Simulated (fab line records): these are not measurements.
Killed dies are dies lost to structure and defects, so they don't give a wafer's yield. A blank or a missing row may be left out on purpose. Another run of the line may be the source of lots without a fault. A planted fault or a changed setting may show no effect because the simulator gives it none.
fab line records + flow ritCmos
record
- lots=14
- wafers=42
- lastDay=7
route steps=202 shown GATE@81
lots with no fault: from the same line, run without faults
startH: the number of hours between the record's first day and the start of the first shown wafer of the lot + waitH: how many hours have passed since the lot's step before this one + " the same as in the row above + L1.1+2: a single row standing in for several wafers + - no value, or no start given + * or withheld: withheld + < > ~ a bound
route shown NAME@n: names a module that has steps shown in the file, with the first one's number in the route + usual: mean/standard deviation taken from wafers without a fault + same: alike in all rows + chamber/n: place in a boat + sites: per-site readings + _std_site: their standard deviation + _edge_site: outer sites' mean less inner sites' + radiusMm: for every site, how far away it sits from the centre of the wafer + mask NAME#n: copy n + behind: the most recent tool/chamber to have shaped the wafer + hold: cause of the lot's hold/its duration in hours/its outcome + device: the n, p or np transistor that did not switch + end of line: at the end of the route, the tests of the same wafers + a step given without rows: its recipe and nothing more + killed: not the wafer's yield, but the dies lost to structure and defects at the first sort + map: dies across one wafer; x = killed, . = not, _ = none there
set.NAME: the setting that was run; set.NAME@STEP: the one run at that earlier step + model.NAME: the simulator's own value behind a step, which no gauge read
a sample of lots followed through the steps of the route, with each step as a table and each wafer as a row
services: from which hour (startH, from the record's first day; less than 0 if before it) a tool's chamber was out of use, for how many hours, and why
## steps
# step RIT_GATE_OXIDATION_05
# recipe
- tempC=900
- ambient=O2
- targetThkA=30
- oxTimeS=270
# usual
- spikeTcCentreC=902.6/1.3
- spikeTcLoadC=927.0/1.3
- spikeTcSourceC=922.8/1.2
- zonePowerLoadPct=29.2/1.1
| lot.wafer | tool       | chamber | startH | waitH | spikeTcCentreC | spikeTcLoadC | spikeTcSourceC | zonePowerLoadPct |
|-----------|------------|---------|--------|-------|----------------|--------------|----------------|------------------|
| L425.2    | furnace-04 | 0       | 40.31  | 3.7   | 904.2          | 924.4        | 922.9          | 30.6             |
| L425.5    | "          | 0       | "      | "     | 902.3          | 925.5        | 921.8          | 30.5             |
| L425.6    | "          | 0       | "      | "     | 901.4          | 926.5        | 923.1          | 30.2             |
| L427.1    | furnace-01 | 0       | 47.19  | 0.1   | 900.8          | 928.3        | 924.5          | 30.1             |
| L427.2    | "          | 0       | "      | "     | 901.4          | 926.4        | 924.5          | 30.2             |
| L427.3    | "          | 0       | "      | "     | 902.9          | 927.5        | 923.2          | 29.8             |
| L428.2    | furnace-04 | 0       | 55.05  | 2.4   | 904.1          | 925.5        | 921.7          | 30.8             |
| L428.3    | "          | 0       | "      | "     | 901.5          | 926.1        | 921.2          | 30.1             |
| L428.5    | "          | 0       | "      | "     | 902.4          | 925.6        | 922.2          | 30.2             |
| L429.1    | furnace-04 | 0       | 58.06  | 0.4   | 900.3          | 926.7        | 921.6          | 31.0             |
| L429.2    | "          | 0       | "      | "     | 902.7          | 926.4        | 922.0          | 30.3             |
| L429.5    | "          | 0       | "      | "     | 902.5          | 924.2        | 922.4          | 30.5             |
| L430.2    | furnace-03 | 0       | 62.28  | 1.0   | 901.2          | 927.4        | 923.4          | 28.0             |
| L430.4    | "          | 0       | "      | "     | 903.9          | 926.8        | 922.9          | 27.1             |
| L430.6    | "          | 0       | "      | "     | 902.9          | 926.0        | 922.1          | 28.3             |
| L432.3    | furnace-03 | 0       | 68.85  | 0.4   | 903.1          | 928.3        | 924.2          | 28.4             |
| L432.5    | "          | 0       | "      | "     | 904.4          | 925.5        | 921.8          | 28.0             |
| L432.6    | "          | 0       | "      | "     | 904.0          | 929.4        | 921.1          | 28.3             |
| L433.1    | furnace-03 | 0       | 74.04  | 0.3   | 904.5          | 928.1        | 922.3          | 28.2             |
| L433.2    | "          | 0       | "      | "     | 903.0          | 927.2        | 920.0          | 28.1             |
| L433.6    | "          | 0       | "      | "     | 903.5          | 927.6        | 921.6          | 28.3             |
| L434.1    | furnace-03 | 0       | 82.85  | 2.7   | 902.0          | 928.3        | 922.0          | 28.3             |
| L434.3    | "          | 0       | "      | "     | 904.3          | 927.5        | 921.8          | 28.0             |
| L434.4    | "          | 0       | "      | "     | 903.6          | 927.1        | 924.0          | 28.0             |
| L435.3    | furnace-03 | 0       | 91.09  | 4.1   | 904.3          | 926.5        | 923.7          | 27.8             |
| L435.4    | "          | 0       | "      | "     | 901.1          | 929.0        | 924.3          | 27.9             |
| L435.5    | "          | 0       | "      | "     | 905.0          | 927.1        | 922.2          | 28.6             |
| L436.1    | furnace-01 | 0       | 97.19  | 1.3   | 901.6          | 927.7        | 924.7          | 29.7             |
| L436.2    | "          | 0       | "      | "     | 901.5          | 927.4        | 924.1          | 29.6             |
| L436.5    | "          | 0       | "      | "     | 902.2          | 924.2        | 924.0          | 29.8             |
| L437.1    | furnace-01 | 0       | 103.61 | 2.8   | 902.1          | 926.1        | 924.8          | 29.8             |
| L437.2    | "          | 0       | "      | "     | 901.2          | 927.8        | 924.2          | 30.1             |
| L437.6    | "          | 0       | "      | "     | 901.1          | 927.1        | 924.4          | 29.5             |
| L442.3    | furnace-04 | 0       | 131.16 | 4.1   | 902.1          | 925.1        | 921.8          | 30.5             |
| L442.4    | "          | 0       | "      | "     | 902.5          | 926.5        | 923.1          | 30.6             |
| L442.6    | "          | 0       | "      | "     | 901.6          | 925.3        | 924.0          | 30.2             |
| L446.3    | furnace-03 | 0       | 142.84 | 1.2   | 887.0          | 913.4        | 904.9          | 27.2             |
| L446.4    | "          | 0       | "      | "     | 887.1          | 911.6        | 907.4          | 26.6             |
| L446.6    | "          | 0       | "      | "     | 886.4          | 911.2        | 908.2          | 27.4             |
| L447.1    | furnace-03 | 0       | 149.78 | 0.1   | 887.0          | 911.9        | 906.1          | 26.8             |
| L447.3    | "          | 0       | "      | "     | 888.8          | 910.0        | 905.8          | 26.9             |
| L447.4    | "          | 0       | "      | "     | 886.5          | 912.8        | 905.5          | 26.4             |
# step RIT_GATE_THK_MEAS_07
# recipe
- reads=SiO2_of_GATE_OXIDATION_05
# usual
- GATE_OXIDE_THK=3.05/0.067
| lot.wafer | tool         | chamber | startH | waitH | GATE_OXIDE_THK[nm] |
|-----------|--------------|---------|--------|-------|--------------------|
| L425.2    | filmMetro-03 | -       | 43.35  | 0.0   | 3.09               |
| L425.5    | "            | -       | "      | "     | 3.05               |
| L425.6    | "            | -       | "      | "     | 3.07               |
| L427.1    | filmMetro-04 | -       | 48.65  | 0.0   | 3.03               |
| L427.2    | "            | -       | "      | "     | 3.04               |
| L427.3    | "            | -       | "      | "     | 2.99               |
| L428.2    | filmMetro-03 | -       | 57.53  | 0.0   | 3.09               |
| L428.3    | "            | -       | "      | "     | 3.02               |
| L428.5    | "            | -       | "      | "     | 3.00               |
| L429.1    | filmMetro-01 | -       | 59.38  | 0.0   | 3.06               |
| L429.2    | "            | -       | "      | "     | 3.08               |
| L429.5    | "            | -       | "      | "     | 3.04               |
| L430.2    | filmMetro-04 | -       | 64.12  | 0.0   | 3.04               |
| L430.4    | "            | -       | "      | "     | 3.14               |
| L430.6    | "            | -       | "      | "     | 3.09               |
| L432.3    | filmMetro-01 | -       | 70.19  | 0.0   | 3.05               |
| L432.5    | "            | -       | "      | "     | 2.98               |
| L432.6    | "            | -       | "      | "     | 2.99               |
| L433.1    | filmMetro-01 | -       | 77.79  | 0.0   | 3.05               |
| L433.2    | "            | -       | "      | "     | 3.07               |
| L433.6    | "            | -       | "      | "     | 3.04               |
| L434.1    | filmMetro-04 | -       | 89.16  | 0.0   | 2.95               |
| L434.3    | "            | -       | "      | "     | 3.04               |
| L434.4    | "            | -       | "      | "     | 2.98               |
| L435.3    | filmMetro-01 | -       | 95.68  | 0.0   | 2.94               |
| L435.4    | "            | -       | "      | "     | 2.99               |
| L435.5    | "            | -       | "      | "     | 2.97               |
| L436.1    | filmMetro-03 | -       | 98.52  | 0.0   | 2.99               |
| L436.2    | "            | -       | "      | "     | 2.93               |
| L436.5    | "            | -       | "      | "     | 3.02               |
| L437.1    | filmMetro-01 | -       | 108.12 | 0.0   | 3.02               |
| L437.2    | "            | -       | "      | "     | 3.03               |
| L437.6    | "            | -       | "      | "     | 3.00               |
| L442.3    | filmMetro-01 | -       | 134.84 | 0.0   | 3.00               |
| L442.4    | "            | -       | "      | "     | 2.96               |
| L442.6    | "            | -       | "      | "     | 2.85               |
| L446.3    | filmMetro-03 | -       | 146.22 | 0.0   | 2.48               |
| L446.4    | "            | -       | "      | "     | 2.48               |
| L446.6    | "            | -       | "      | "     | 2.53               |
| L447.1    | filmMetro-04 | -       | 151.53 | 0.0   | 2.64               |
| L447.3    | "            | -       | "      | "     | 2.57               |
| L447.4    | "            | -       | "      | "     | 2.55               |
## services
| tool       | chamber | startH | hours | kind |
|------------|---------|--------|-------|------|
| furnace-04 | -       | 19.27  | 4.0   | pm   |
| furnace-01 | -       | 20.56  | 2.9   | pm   |
| furnace-01 | -       | 23.43  | 3.4   | pm   |
| furnace-04 | -       | 126.82 | 4.3   | pm   |
## key
firstSign
- step=RIT_GATE_OXIDATION_05
- reading=spikeTcSourceC
- direction=down
- sigmas=13
- usual=922.8
- struck=906.3
effect
- step=RIT_GATE_OXIDATION_05
- reading=spikeTcLoadC
- direction=down
- sigmas=12
- usual=927.0
- struck=911.8
effect
- step=RIT_GATE_THK_MEAS_07
- reading=GATE_OXIDE_THK
- direction=down
- sigmas=7.5
- usual=3.05
- struck=2.54
metAt RIT_GATE_OXIDATION_05
struckLots L446,L447
testerLeftOut L446,L447
onsetBetween 91.09 142.84
fault
- kind=processParameterDrift
- tool=furnace-03
- chamber=-
- onsetH=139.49
- steps=RIT_GATE_OXIDATION_05
- channel=tempC
- offset=*
- shape=step
- endH=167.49
- actsIn=*
- stated=*
# testerLeftOut: of these lots the tester's yield and bins aren't shown, on N5 and GAA mostly nor the transistor test; their killed dies are dies lost to structure and defects alone, not to doping, threshold or leakage, so they don't give the yield
